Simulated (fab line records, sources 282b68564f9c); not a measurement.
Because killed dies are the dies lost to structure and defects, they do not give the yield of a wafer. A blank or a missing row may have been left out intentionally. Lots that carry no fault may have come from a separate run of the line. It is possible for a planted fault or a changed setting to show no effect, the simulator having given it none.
What tool caused it? || flow rit_cmos || 14 lots with 42 wafers sampled at 3 steps, on a route of 202 steps

## WHAT EACH GAUGE READ, for each wafer
RIT_ACTIVE_THK_MEAS_04. Usual: ACTIVE_NITRIDE_THK 150.9 nm, standard deviation 1.2.
{"lot": "L164", "measured": "day 1 13:33", "on": "film_metro-01", "ACTIVE_NITRIDE_THK (nm)": "151.3 151.2 150.3", "flag": ""}
{"lot": "L165", "measured": "day 1 18:32", "on": "film_metro-01", "ACTIVE_NITRIDE_THK (nm)": "149.6 151.8 150.0", "flag": ""}
{"lot": "L166", "measured": "day 1 23:32", "on": "film_metro-01", "ACTIVE_NITRIDE_THK (nm)": "152.4 151.7 152.1", "flag": ""}
{"lot": "L167", "measured": "day 2 04:32", "on": "film_metro-03", "ACTIVE_NITRIDE_THK (nm)": "151.2 149.9 149.5", "flag": ""}
{"lot": "L168", "measured": "day 2 09:32", "on": "film_metro-03", "ACTIVE_NITRIDE_THK (nm)": "151.3 150.2 150.9", "flag": ""}
{"lot": "L170", "measured": "day 2 19:34", "on": "film_metro-02", "ACTIVE_NITRIDE_THK (nm)": "151.7 152.5 149.8", "flag": ""}
{"lot": "L171", "measured": "day 3 00:33", "on": "film_metro-01", "ACTIVE_NITRIDE_THK (nm)": "150.9 149.8 151.4", "flag": ""}
{"lot": "L172", "measured": "day 3 05:32", "on": "film_metro-01", "ACTIVE_NITRIDE_THK (nm)": "148.2 149.5 149.8", "flag": ""}
{"lot": "L174", "measured": "day 3 15:40", "on": "film_metro-02", "ACTIVE_NITRIDE_THK (nm)": "151.5 149.9 150.1", "flag": ""}
{"lot": "L177", "measured": "day 4 07:55", "on": "film_metro-01", "ACTIVE_NITRIDE_THK (nm)": "151.1 151.8 150.6", "flag": ""}
{"lot": "L178", "measured": "day 4 11:32", "on": "film_metro-01", "ACTIVE_NITRIDE_THK (nm)": "149.0 148.9 149.2", "flag": ""}
{"lot": "L181", "measured": "day 5 03:24", "on": "film_metro-01", "ACTIVE_NITRIDE_THK (nm)": "151.8 151.9 150.5", "flag": ""}
{"lot": "L184", "measured": "day 5 17:32", "on": "film_metro-03", "ACTIVE_NITRIDE_THK (nm)": "151.3 152.0 151.0", "flag": ""}
{"lot": "L185", "measured": "day 5 22:32", "on": "film_metro-03", "ACTIVE_NITRIDE_THK (nm)": "150.2 150.2 150.9", "flag": ""}

RIT_PRETRO_OVL_MEAS_06. Usual: PRETRO_OVL -0.4 nm, standard deviation 1.2.
{"lot": "L164", "measured": "day 2 06:39", "on": "overlay-02", "PRETRO_OVL (nm)": "-1.0 -0.5 -0.9", "flag": ""}
{"lot": "L165", "measured": "day 2 12:16", "on": "overlay-02", "PRETRO_OVL (nm)": "0.9 -1.5 1.0", "flag": ""}
{"lot": "L166", "measured": "day 2 16:25", "on": "overlay-02", "PRETRO_OVL (nm)": "-3.5 -1.9 -1.9", "flag": ""}
{"lot": "L167", "measured": "day 2 22:08", "on": "overlay-02", "PRETRO_OVL (nm)": "-0.7 -0.7 -0.2", "flag": ""}
{"lot": "L168", "measured": "day 3 02:34", "on": "overlay-01", "PRETRO_OVL (nm)": "2.5 0.2 0.2", "flag": ""}
{"lot": "L170", "measured": "day 3 13:40", "on": "overlay-01", "PRETRO_OVL (nm)": "-2.4 -1.8 -1.5", "flag": ""}
{"lot": "L171", "measured": "day 3 21:26", "on": "overlay-02", "PRETRO_OVL (nm)": "-1.1 -1.1 -0.7", "flag": ""}
{"lot": "L172", "measured": "day 4 09:05", "on": "overlay-02", "PRETRO_OVL (nm)": "-0.8 -2.0 0.1", "flag": ""}
{"lot": "L174", "measured": "day 4 12:58", "on": "overlay-02", "PRETRO_OVL (nm)": "0.6 -0.4 -0.3", "flag": ""}
{"lot": "L177", "measured": "day 5 01:11", "on": "overlay-01", "PRETRO_OVL (nm)": "-1.0 -1.1 -0.7", "flag": ""}
{"lot": "L178", "measured": "day 5 06:08", "on": "overlay-02", "PRETRO_OVL (nm)": "-2.3 0.9 -1.3", "flag": ""}
{"lot": "L181", "measured": "day 5 20:56", "on": "overlay-01", "PRETRO_OVL (nm)": "-1.0 -1.5 -1.1", "flag": ""}
{"lot": "L184", "measured": "day 6 11:20", "on": "overlay-01", "PRETRO_OVL (nm)": "-0.1 -1.4 -0.5", "flag": ""}
{"lot": "L185", "measured": "day 6 17:01", "on": "overlay-01", "PRETRO_OVL (nm)": "0.1 -0.3 -0.1", "flag": ""}

RIT_GATE_CD_MEAS_90: target cd 150 nm. Usual: 150.1 nm for cd_nm, sd 2.
{"lot": "L164", "measured": "day 2 13:10", "on": "cd_sem-02", "cd_nm (nm)": "149.1 147.0 146.9", "flag": ""}
{"lot": "L165", "measured": "day 2 18:07", "on": "cd_sem-01", "cd_nm (nm)": "150.3 148.6 151.6", "flag": ""}
{"lot": "L166", "measured": "day 2 22:56", "on": "cd_sem-02", "cd_nm (nm)": "153.2 153.2 153.2", "flag": ""}
{"lot": "L167", "measured": "day 3 04:14", "on": "cd_sem-01", "cd_nm (nm)": "152.2 149.9 150.5", "flag": ""}
{"lot": "L168", "measured": "day 3 12:25", "on": "cd_sem-01", "cd_nm (nm)": "149.3 149.1 149.9", "flag": ""}
{"lot": "L170", "measured": "day 4 01:50", "on": "cd_sem-01", "cd_nm (nm)": "152.5 153.1 148.9", "flag": ""}
{"lot": "L171", "measured": "day 4 04:20", "on": "cd_sem-01", "cd_nm (nm)": "150.9 150.9 153.6", "flag": ""}
{"lot": "L172", "measured": "day 4 14:52", "on": "cd_sem-01", "cd_nm (nm)": "149.0 148.8 149.3", "flag": ""}
{"lot": "L174", "measured": "day 4 19:14", "on": "cd_sem-01", "cd_nm (nm)": "150.2 151.4 149.6", "flag": ""}
{"lot": "L177", "measured": "day 5 07:23", "on": "cd_sem-01", "cd_nm (nm)": "149.4 150.6 148.4", "flag": ""}
{"lot": "L178", "measured": "day 5 14:05", "on": "cd_sem-01", "cd_nm (nm)": "149.2 150.4 151.6", "flag": ""}
{"lot": "L181", "measured": "day 6 03:36", "on": "cd_sem-01", "cd_nm (nm)": "149.2 151.4 148.5", "flag": ""}
{"lot": "L184", "measured": "day 6 17:09", "on": "cd_sem-02", "cd_nm (nm)": "150.2 148.8 147.3", "flag": ""}
{"lot": "L185", "measured": "day 6 22:50", "on": "cd_sem-02", "cd_nm (nm)": "152.9 151.1 150.9", "flag": ""}

## TOOL THAT RAN EACH LOT (tool first, then ch and the chambers of the sampled wafers, then the start)
The record holds no process step before these readings.

## AS READ BY THE TOOLS THEMSELVES (means over the sampled wafers that have a number; for cases with no such wafer, the mark the record gives instead)
The record holds no such reading with a usual standard deviation.

## THE ANSWER, worked out from the rows above alone
Rule: lot off if the mean of its wafers having a number is beyond 3 standard deviations from the usual mean. A lot without any number at a reading at which 4 lots or more have one is off too. Where the step has rows for the other lots, those lots are counted as sound. First the gauges in route order, then the tools' own readings, where a lot's mean is used as printed above. The first step at which some lot is off is used, and at that step the reading that is off furthest; a lot without a number counts as furthest.
None of the lots is off at any reading shown; this tells nothing.

## WHAT HAD BEEN PUT IN BY THE SIMULATOR
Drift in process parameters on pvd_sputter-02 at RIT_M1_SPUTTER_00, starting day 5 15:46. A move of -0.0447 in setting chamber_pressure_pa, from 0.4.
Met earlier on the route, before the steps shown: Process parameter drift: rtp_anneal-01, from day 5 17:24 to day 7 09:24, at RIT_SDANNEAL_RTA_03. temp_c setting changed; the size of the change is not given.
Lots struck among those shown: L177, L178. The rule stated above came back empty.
